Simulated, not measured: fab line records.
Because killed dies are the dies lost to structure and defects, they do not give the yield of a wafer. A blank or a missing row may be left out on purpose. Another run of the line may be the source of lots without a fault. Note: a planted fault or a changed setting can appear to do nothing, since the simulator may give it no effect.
Split-lot study | flow rit_cmos | route with 202 steps; 5 lots, 23 wafers read

## THE SPLIT
At RIT_NWELL_IMPLANT_08, the setting dose_cm2 was moved away from the recipe's 5e+13 on 9 of the 23 wafers read, by -5.5% to +3.8%. For the rest of the wafers, this setting stayed at what the recipe calls for.

## FROM THE SPLIT TO THE READING: what the file shows between them, 3 steps
- RIT_PWELL_IMPLANT_08 (also split here: energy_kev)
- RIT_PWELL_STRIP_09: strips in O2, time 180 s
- RIT_WELLDRIVE_ANNEAL_00: time 14700 s

## THE READING
Measured at RIT_WELLDRIVE_RS_MEAS_01 by four-point probe: NWELL_RS, in ohm/sq. Typical for fault-free wafers on this fab line: 275.4 ohm/sq, with standard deviation 0.79 ohm/sq.

wafer  | tool, chamber at the split | dose_cm2 as run | against the recipe | NWELL_RS, ohm/sq | against lot-mates on the recipe
L075.1 | implanter-01, 0            | 5e+13           | recipe             | 275.5            | -
L075.2 | implanter-01, 0            | 5e+13           | recipe             | 275.8            | -
L075.4 | implanter-01, 0            | 5.136e+13       | +2.7%              | 271.3            | -4.1
L075.5 | implanter-01, 0            | 5.136e+13       | +2.7%              | 271.2            | -4.2
L075.6 | implanter-01, 0            | 5e+13           | recipe             | 274.9            | -
L078.1 | implanter-04, 0            | 5.189e+13       | +3.8%              | 269.2            | -5.9
L078.2 | implanter-04, 0            | 5e+13           | recipe             | 275.0            | -
L078.3 | implanter-04, 0            | 5.189e+13       | +3.8%              | 268.9            | -6.2
L078.5 | implanter-04, 0            | 5e+13           | recipe             | 275.2            | -
L078.6 | implanter-04, 0            | 5e+13           | recipe             | 275.2            | -
L081.1 | implanter-04, 0            | 5e+13           | recipe             | 275.6            | -
L081.3 | implanter-04, 0            | 5e+13           | recipe             | 276.3            | -
L081.6 | implanter-04, 0            | 5e+13           | recipe             | 276.3            | -
L084.1 | implanter-02, 0            | 5e+13           | recipe             | 274.7            | -
L084.2 | implanter-02, 0            | 4.724e+13       | -5.5%              | 283.3            | +8.9
L084.3 | implanter-02, 0            | 4.724e+13       | -5.5%              | 282.9            | +8.5
L084.4 | implanter-02, 0            | 4.724e+13       | -5.5%              | 284.5            | +10.1
L084.6 | implanter-02, 0            | 5e+13           | recipe             | 274.0            | -
L085.1 | implanter-01, 0            | 5e+13           | recipe             | 275.0            | -
L085.3 | implanter-01, 0            | 5e+13           | recipe             | 275.4            | -
L085.4 | implanter-01, 0            | 4.811e+13       | -3.8%              | 282.4            | +7.2
L085.5 | implanter-01, 0            | 4.811e+13       | -3.8%              | 282.4            | +7.2
L085.6 | implanter-01, 0            | 5e+13           | recipe             | 275.3            | -

THE FIT
A straight line over all 23 wafers: NWELL_RS changes by -1.59 ohm/sq for each +1% of dose_cm2; r = -0.99; the points scatter about the line by 0.68 ohm/sq.
The same after taking each lot's own level away (the mean of its wafers on the recipe; 23 wafers): -1.68 ohm/sq for each +1%; r = -1.00; scatter 0.44 ohm/sq.
Per that fit: largest dose_cm2 move, reading shift of 9.3 ohm/sq.
From 274.35 to 276.07 ohm/sq: that is the span of the lots' own levels, equal to 2.2 times the standard deviation above.
So the lot-to-lot level changes the slope little: the two slopes agree.
Check: for one of the wafers moved furthest among these (-5.5%), held out of the fit, the line's prediction against its lot-mates is +9.49 ohm/sq. It came out at +8.95 ohm/sq against them.

## ADDITIONAL SPLITS CARRIED BY THESE WAFERS
Before the reading, these wafers also passed through other splits. Each is held against what the fit with the lots' levels taken away leaves over:
other split on the same wafers     | wafers away from the commonest value | r with NWELL_RS (lot level and that fit taken away)
RIT_ACTIVE_EXPOSE_08 dose_mj       | 11                                   | -0.01
RIT_ACTIVE_STRIP_14 pressure_mtorr | 10                                   | +0.06
RIT_FOX2_OXIDATION_00 ox_time_s    | 15                                   | +0.05
RIT_PWELL_IMPLANT_08 energy_kev    | 9                                    | +0.35

## THE FILE'S OWN FIT
NWELL_RS changes by -1.69 ohm/sq for each +1% of dose_cm2, r = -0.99.
